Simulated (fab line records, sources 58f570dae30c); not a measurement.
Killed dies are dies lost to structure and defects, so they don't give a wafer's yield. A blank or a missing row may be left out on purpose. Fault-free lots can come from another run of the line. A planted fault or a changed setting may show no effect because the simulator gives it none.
Comparing a struck lot with a sound one :: flow berkeley cmos170 :: 14 steps out of a route of 331
Sound: the wafers L469.1, L469.2, L469.5. Struck: wafers L468.2, L468.3, L468.5. The cause comes at the end.
For every step that has rows: the tool of each side, followed by ch and its chambers, followed by its first start. Under that, the readings that differ: sound wafers :: struck wafers :: difference of the means :: sigmas: that difference in standard deviations of wafers without a fault.
alike: a reading whose means differ by less than 2 such deviations, as well as words and numbers matching on both sides. not compared: withheld readings; readings where some wafer has no value; bounds like >300 that might hide an equal value; numbers whose values overlap and for which the record gives no deviation.
The two part at a step that has a row with sigmas, a row that says differs or no value, or rows on one side only. Numbers that don't overlap but have no deviation are shown without sigmas and don't part them. A reading that every wafer of one side lacks parts them only if that side has two wafers or more.

UCB170_CONTACT_THK_MEAS_02:
  sound on film metro-01, day 11 04:01; struck on film metro-03, day 9 23:49
  alike: CONTACT_PSG_THK
then, 3 steps without rows for these wafers: UCB170_CONTACT_HMDS_03 (prime time 60 s); UCB170_CONTACT_COAT_04 (resist thk 900 nm); UCB170_CONTACT_SOFTBAKE_05 (time 60 s).
UCB170_CONTACT_STRIP_06: strips in O2.
  sound on plasma asher-02 ch 0,1, day 11 04:31; struck on plasma asher-03 ch 0,1, day 10 00:42
  alike: drypump motor current A, oes product au, strip time to endpoint s
  not compared: rf hours counter h
then, 1 step without rows for these wafers: UCB170_CONTACT_CLEAN_07 (cleans in SPM, time 600 s).
UCB170_CONTACT_RTA_08: time 10 s.
  sound on rtp anneal-02 ch 0, day 11 04:47; struck on rtp anneal-02 ch 0, day 10 00:59
  alike: chamber o2 ppm, lamp power pct, wafer_temp_C_max
then, 4 steps without rows for these wafers: UCB170_CONTACT_COAT_09; UCB170_CONTACT_COAT_10 (resist thk 900 nm); UCB170_CONTACT_SOFTBAKE_11 (time 60 s); UCB170_CONTACT_EXPOSE_12 (exposes mask CONT, target cd 700 nm).
UCB170_CONTACT_PEB_13:
  sound on litho track-01 ch 0, day 11 05:45; struck on litho track-01 ch 0, day 10 03:05
  alike: plate sensor t centre C, plate sensor t edge C
UCB170_CONTACT_DEVELOP_14: develop time 45 s.
  struck on litho track-01, day 10 03:00; sound on litho track-01 ch 0, day 11 05:00
  no value came back on the struck wafers for chill plate temp C (C), develop time s (s); on the sound wafers chill plate temp C (C) reads 23.09 23.19 23.01
reading: model.KrF_of_CONTACT_COAT_10.thk nm (nm)
sound: 885 885.9 883.3
struck: 903.6 903.5 903.3
difference: +18.7
sigmas: 
UCB170_CONTACT_CD_MEAS_15 targets a cd of 700 nm.
  sound on cd sem-01, day 11 06:02; struck on cd sem-02, day 10 03:21
reading: cd nm (nm)
sound: 699.3 699.7 699.2
struck: - - -
difference: no value on the struck wafers
sigmas: 

## WHERE THEY PART
Last at UCB170_CONTACT_CD_MEAS_15 as far as this record goes, first at UCB170_CONTACT_DEVELOP_14.

WHY: the cause the simulator had injected
Step skipped in full: litho track-01, at UCB170_CONTACT_DEVELOP_14, from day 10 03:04 onward. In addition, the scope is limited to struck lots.
